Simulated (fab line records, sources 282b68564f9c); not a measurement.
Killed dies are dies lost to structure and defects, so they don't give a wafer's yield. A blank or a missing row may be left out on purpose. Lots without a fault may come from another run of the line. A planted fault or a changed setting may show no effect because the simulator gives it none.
Which tool did it? | flow rit_cmos | 14 lots, 42 wafers sampled, at 2 steps of a route of 202

WHAT THE GAUGES READ, wafer by wafer
The record holds no reading of a measuring or inspecting step that can be judged against a usual standard deviation.

WHICH TOOL RAN EACH LOT (tool, then ch and the chambers of the sampled wafers, then the start)
lot  | RIT_PSD_HMDS_00                  | RIT_M1_PROBE_99
L767 | litho_track-04 ch 0, day 3 03:55 | -
L768 | litho_track-03 ch 0, day 3 10:19 | -
L769 | litho_track-02 ch 0, day 3 15:14 | -
L771 | litho_track-04 ch 0, day 4 01:49 | -
L772 | litho_track-04 ch 0, day 4 04:41 | -
L773 | litho_track-03 ch 0, day 4 11:16 | -
L774 | litho_track-02 ch 0, day 4 16:23 | -
L776 | litho_track-03 ch 0, day 5 01:29 | prober-02, day 5 11:24
L778 | litho_track-03 ch 0, day 5 12:08 | prober-02, day 5 21:40
L780 | litho_track-02 ch 0, day 5 22:45 | -
L783 | litho_track-02 ch 0, day 6 13:04 | -
L786 | litho_track-03 ch 0, day 7 09:40 | -
L787 | litho_track-03 ch 0, day 7 12:10 | -
L788 | litho_track-04 ch 0, day 7 14:44 | -
- RIT_PSD_HMDS_00: prime time 60 s.
- RIT_M1_PROBE_99

WHAT THE TOOLS THEMSELVES READ (means of the sampled wafers that have a number; where no wafer has one, the mark that the record gives instead)
RIT_PSD_HMDS_00. Usual: prime_temp_c 140.01 C, standard deviation 0.12.
lot  | tool           | prime_temp_c (C) | flag
L767 | litho_track-04 | 140.08           |
L768 | litho_track-03 | 139.89           |
L769 | litho_track-02 | 140.06           |
L771 | litho_track-04 | 139.91           |
L772 | litho_track-04 | 140.07           |
L773 | litho_track-03 | 139.87           |
L774 | litho_track-02 | 140.11           |
L776 | litho_track-03 | 140.10           |
L778 | litho_track-03 | 139.87           |
L780 | litho_track-02 | 148.33           | OFF
L783 | litho_track-02 | 148.24           | OFF
L786 | litho_track-03 | 140.17           |
L787 | litho_track-03 | 140.00           |
L788 | litho_track-04 | 140.13           |

RIT_M1_PROBE_99. Usual: killed_at_M0_to_M3 0.0, standard deviation 0.16; killed_at_contacts 0.1, standard deviation 0.25; killed_at_front_end 7, standard deviation 3.1; killed_dies 7, standard deviation 3.1; killed_open 3.6, standard deviation 2; killed_short 3.5, standard deviation 2.
lot  | tool      | killed_at_M0_to_M3 | killed_at_contacts | killed_at_front_end | killed_dies | killed_open | killed_short | flag
L776 | prober-02 | 0.0                | 0.0                | 9                   | 9           | 5.0         | 4.3          |
L778 | prober-02 | 0.0                | 0.3                | 4                   | 4           | 3.0         | 1.3          |

THE ANSWER, worked out from the rows above alone
Rule: a lot is off if the mean of its wafers that have a number lies more than 3 standard deviations from the usual mean. A lot without any number at a reading at which 4 lots or more have one is off too. The other lots that the step has rows for count as sound. The gauges are gone through in route order, then the tools' own readings, and for those a lot's mean is taken as printed above. The first step at which some lot is off is used, and at that step the reading that is off furthest; a lot without a number counts as furthest.
Off: L780, L783, at RIT_PSD_HMDS_00 (prime_temp_c).
A tool fits if, at that step or a process step before it, it ran every lot that is off, and no sound lot after the first of them. One fits: litho_track-02 at RIT_PSD_HMDS_00. Its last sound lot is L774 (day 4 16:23), its first lot that is off L780 (day 5 22:45): a fault that began between those two fits.
The tool's own readings at RIT_PSD_HMDS_00 bear it out: on the lots that are off they differ by more than 5 times the standard deviation of the sound lots' means. prime_temp_c reads 148.29 C there against 140.02 C on the sound lots.

WHAT THE SIMULATOR HAD PUT IN
Process parameter drift: litho_track-02, from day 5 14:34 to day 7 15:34, at RIT_PSD_HMDS_00. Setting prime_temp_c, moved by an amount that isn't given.
Lots struck among those shown: L780, L783. The rule above found the same.
